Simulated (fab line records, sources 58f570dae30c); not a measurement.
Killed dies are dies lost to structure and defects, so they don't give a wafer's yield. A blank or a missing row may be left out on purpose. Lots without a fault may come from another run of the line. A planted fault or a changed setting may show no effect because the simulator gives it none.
Split-lot experiment | flow berkeley_cmos170 | 5 lots, 23 wafers read, on a route of 331 steps

THE SPLIT
At UCB170_M1_SPUTTER_00 (material Al, target thk 600 nm, time 80 s), the setting power_w was moved away from the recipe's 6000 W on 6 of the 23 wafers read, by -7.9% to +5.8%. The other wafers ran this setting at the recipe's value.

FROM THE SPLIT TO THE READING: what the file shows between them, 1 step
- UCB170_M1_RS_MEAS_01: measures by four-point-probe

THE READING
M1_AL_THK, in nm, at UCB170_M1_THK_MEAS_02 (measures by xrf). Fault-free wafers of this fab line usually give 590 nm, standard deviation 7.6 nm.

wafer  | tool, chamber at the split | power_w as run, W | against the recipe | M1_AL_THK, nm | against lot-mates on the recipe
L074.1 | pvd_sputter-03, -          | 6000              | recipe             | 607           | -
L074.2 | pvd_sputter-03, -          | 6000              | recipe             | 599           | -
L074.3 | pvd_sputter-03, -          | 6000              | recipe             | 600           | -
L074.4 | pvd_sputter-03, -          | 6000              | recipe             | 595           | -
L074.6 | pvd_sputter-03, -          | 6000              | recipe             | 602           | -
L077.1 | pvd_sputter-01, -          | 5524              | -7.9%              | 546           | -44
L077.2 | pvd_sputter-01, -          | 6000              | recipe             | 588           | -
L077.3 | pvd_sputter-01, -          | 6000              | recipe             | 588           | -
L077.5 | pvd_sputter-01, -          | 6000              | recipe             | 595           | -
L077.6 | pvd_sputter-01, -          | 5524              | -7.9%              | 538           | -52
L079.2 | pvd_sputter-04, -          | 6000              | recipe             | 578           | -
L079.3 | pvd_sputter-04, -          | 6000              | recipe             | 582           | -
L079.5 | pvd_sputter-04, -          | 6000              | recipe             | 581           | -
L078.1 | pvd_sputter-01, -          | 6000              | recipe             | 609           | -
L078.2 | pvd_sputter-01, -          | 6000              | recipe             | 600           | -
L078.3 | pvd_sputter-01, -          | 6000              | recipe             | 603           | -
L078.4 | pvd_sputter-01, -          | 5537              | -7.7%              | 549           | -55
L078.6 | pvd_sputter-01, -          | 5537              | -7.7%              | 549           | -55
L080.2 | pvd_sputter-03, -          | 6000              | recipe             | 588           | -
L080.3 | pvd_sputter-03, -          | 6000              | recipe             | 591           | -
L080.4 | pvd_sputter-03, -          | 6346              | +5.8%              | 623           | +30
L080.5 | pvd_sputter-03, -          | 6346              | +5.8%              | 623           | +30
L080.6 | pvd_sputter-03, -          | 6000              | recipe             | 599           | -

THE FIT
A straight line over all 23 wafers: M1_AL_THK changes by +5.92 nm for each +1% of power_w; r = +0.94; the points scatter about the line by 8.4 nm.
The same after taking each lot's own level away (the mean of its wafers on the recipe; 23 wafers): +6.25 nm for each +1%; r = +0.98; scatter 4.3 nm.
On that fit, the largest move of power_w shifts the reading by 50 nm.
The lots' own levels span 580.3 to 604.0 nm, that is 3.1 times the standard deviation above.
So the lot-to-lot level changes the slope little: the two slopes agree.
Check: with one of the wafers moved furthest among these (-7.9%) left out of the fit, the line predicts -52.2 nm for it against its lot-mates. It came out at -44.3 nm against them.

OTHER SPLITS ON THESE WAFERS
These wafers also went through other splits before the reading. Each is held against what the fit with the lots' levels taken away leaves over:
other split on the same wafers | wafers away from the commonest value | r with M1_AL_THK (lot level and that fit taken away)
UCB170_NSD_IMPLANT_08 dose_cm2 | 6                                    | -0.17

THE WHOLE CHAIN: every reading that the file lists as answering this split, in the file's order
step                  | what it does                              | reading                                                                     | change (the file's fit)               | r (the file's)
UCB170_M1_SPUTTER_00  | material Al, target thk 600 nm, time 80 s | Al_of_M1_SPUTTER_00.thk_nm (the simulator's own value, which no gauge read) | +6.47 nm for each +1% of the setting  | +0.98
UCB170_M1_RS_MEAS_01  | measures by four-point-probe              | M1_AL_RS                                                                    | -0.000558 for each +1% of the setting | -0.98
UCB170_M1_THK_MEAS_02 | measures by xrf                           | M1_AL_THK                                                                   | +6.32 for each +1% of the setting     | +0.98

THE FILE'S OWN FIT
M1_AL_THK changes by +6.32 nm for each +1% of power_w, r = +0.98.
